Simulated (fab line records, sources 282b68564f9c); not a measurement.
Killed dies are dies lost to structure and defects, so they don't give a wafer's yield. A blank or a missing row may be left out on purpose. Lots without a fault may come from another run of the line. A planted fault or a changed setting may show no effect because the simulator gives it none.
Tool commonality check | flow rit_cmos | 14 lots, 42 wafers sampled

WHY IT WAS OPENED
At RIT_PRETRO_TW_MEAS_10 the reading PRETRO_TW is flagged on 2 of 14 lots. Wafers without a fault read 472, standard deviation 3.4.
Rule: a lot is flagged when every wafer of it that has a number lies more than 4 standard deviations from that mean, or none has a number. The other lots count as sound.

lot  | measured    | on            | PRETRO_TW, wafer by wafer | flag
L329 | day 2 10:15 | film_metro-04 | 483 479 481               |
L330 | day 2 16:27 | film_metro-02 | 473 472 471               |
L331 | day 2 21:38 | film_metro-02 | 472 472 472               |
L332 | day 2 23:39 | film_metro-01 | 469 473 469               |
L333 | day 3 05:57 | film_metro-01 | 470 470 469               |
L334 | day 3 10:59 | film_metro-01 | 472 472 473               |
L335 | day 3 16:12 | film_metro-02 | 471 471 473               |
L342 | day 5 01:14 | film_metro-02 | 409 412 412               | FLAGGED
L344 | day 5 10:47 | film_metro-04 | 418 417 418               | FLAGGED
L345 | day 5 17:20 | film_metro-01 | 470 470 472               |
L347 | day 6 04:08 | film_metro-02 | 473 473 470               |
L350 | day 6 16:22 | film_metro-04 | 479 480 477               |
L351 | day 6 22:46 | film_metro-02 | 474 475 476               |
L352 | day 7 03:44 | film_metro-01 | 475 473 472               |
The numbers of the flagged lots are 414 on average: -58 against the usual, or -17 standard deviations.

WHICH TOOL RAN EACH LOT
The record holds 1 process step before the reading, out of a route of 202 steps. In each cell: the tool, then ch and the chambers that the sampled wafers went through, then the start.
lot  | flag    | RIT_PRETRO_IMPLANT_08
L329 |         | implanter-03 ch 0, day 2 09:55
L330 |         | implanter-01 ch 0, day 2 16:08
L331 |         | implanter-01 ch 0, day 2 21:19
L332 |         | implanter-01 ch 0, day 2 23:20
L333 |         | implanter-03 ch 0, day 3 05:38
L334 |         | implanter-03 ch 0, day 3 10:39
L335 |         | implanter-01 ch 0, day 3 15:55
L342 | FLAGGED | implanter-03 ch 0, day 5 00:55
L344 | FLAGGED | implanter-03 ch 0, day 5 10:28
L345 |         | implanter-02 ch 0, day 5 17:03
L347 |         | implanter-02 ch 0, day 6 03:49
L350 |         | implanter-02 ch 0, day 6 16:04
L351 |         | implanter-02 ch 0, day 6 22:29
L352 |         | implanter-01 ch 0, day 7 03:16
What these steps do:
- RIT_PRETRO_IMPLANT_08
- RIT_PRETRO_TW_MEAS_10

FLAGGED OVER TOTAL, TOOL BY TOOL (the gauges that took the reading come last)
step                  | tool          | lots run | flagged | share of the flagged lots | sound lots run after its first flagged lot
RIT_PRETRO_IMPLANT_08 | implanter-01  | 5        | 0       | none                      | -
RIT_PRETRO_IMPLANT_08 | implanter-02  | 4        | 0       | none                      | -
RIT_PRETRO_IMPLANT_08 | implanter-03  | 5        | 2       | all                       | 0
RIT_PRETRO_TW_MEAS_10 | film_metro-01 | 5        | 0       | none                      | -
RIT_PRETRO_TW_MEAS_10 | film_metro-02 | 6        | 1       | some                      | 2 (L347,L351)
RIT_PRETRO_TW_MEAS_10 | film_metro-04 | 3        | 1       | some                      | 1 (L350)

WHAT THE TABLE ALLOWS
1 row of the table ran every flagged lot: implanter-03 at RIT_PRETRO_IMPLANT_08.
- implanter-03 at RIT_PRETRO_IMPLANT_08: 2 of its 5 lots flagged. Its last sound lot is L334 (day 3 10:39), its first flagged lot L342 (day 5 00:55): a fault that began between those two fits. Its own readings lie more than 4 standard deviations out on every wafer of the flagged lots: dose_ions_cm2, faraday_current_uA.
One tool is left: implanter-03 at RIT_PRETRO_IMPLANT_08.

WHAT THE SIMULATOR HAD PUT IN
Process parameter drift: implanter-03, from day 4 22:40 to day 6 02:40, at RIT_PRETRO_IMPLANT_08. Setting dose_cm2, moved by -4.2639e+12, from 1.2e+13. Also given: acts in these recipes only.
Lots struck among those shown: L342, L344. The rule above found the same.
